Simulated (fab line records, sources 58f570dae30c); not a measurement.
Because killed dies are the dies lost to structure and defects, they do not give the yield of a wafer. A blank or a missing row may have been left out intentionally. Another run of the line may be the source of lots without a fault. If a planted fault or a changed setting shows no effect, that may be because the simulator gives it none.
Which tool did it?	flow berkeley-cmos170	36 wafers sampled from 12 lots at 1 step of a route of 331

WHAT THE GAUGES SHOWED, per wafer
UCB170_GATE_CD_MEAS_12: target cd 350 nm.
lot	measured	on	cd-nm (nm)
L552	day 5 12:29	cd-sem-02	350.2 351.0 350.1
L553	day 5 18:32	cd-sem-01	349.4 351.6 351.2
L555	day 6 17:11	cd-sem-02	351.1 349.1 349.8
L556	day 6 17:28	cd-sem-01	351.4 350.9 350.1
L554	day 6 17:47	cd-sem-02	349.1 351.3 349.3
L557	day 6 23:01	cd-sem-01	351.0 350.9 350.1
L562	day 7 22:40	cd-sem-02	351.6 351.5 351.1
L566	day 8 18:49	cd-sem-02	349.7 349.9 349.8
L573	day 10 02:44	cd-sem-01	350.4 350.3 350.8
L572	day 10 03:10	cd-sem-01	349.5 349.4 349.2
L574	day 10 19:04	cd-sem-01	352.0 351.7 351.6
L575	day 10 19:18	cd-sem-01	349.0 349.8 349.3

WHICH TOOL RAN EACH LOT (tool, then ch and the chambers of the sampled wafers, then the start)
The record shows no process step preceding these readings.

AS READ BY THE TOOLS THEMSELVES (means over the sampled wafers that have a number; for cases with no such wafer, the mark the record gives instead)
The record holds no such reading with a usual standard deviation.

THE ANSWER, worked out from the rows above alone
Rule: what is usual is taken from the lots themselves. The widest of any qualifying gaps counts: lots, ordered by their means at a reading, are off when they make up no more than a third of the lots, leave a main group of 4 or more, and stand apart from it by 3 or more times the standard deviation of that group's means. If all means in a main group match to the digits the tables above print for the reading, that group is not used. A lot without any number at a reading at which 4 lots or more have one is off too. The other lots that the step has rows for count as sound. First the gauges in route order, then the tools' own readings, where a lot's mean is used as printed above. At the first step where some lot is off, the reading lying furthest off is the one used; lots without a number count as furthest.
Across all readings shown, no lot is off: no conclusion can be drawn from this.

WHAT THE SIMULATOR HAD INSERTED
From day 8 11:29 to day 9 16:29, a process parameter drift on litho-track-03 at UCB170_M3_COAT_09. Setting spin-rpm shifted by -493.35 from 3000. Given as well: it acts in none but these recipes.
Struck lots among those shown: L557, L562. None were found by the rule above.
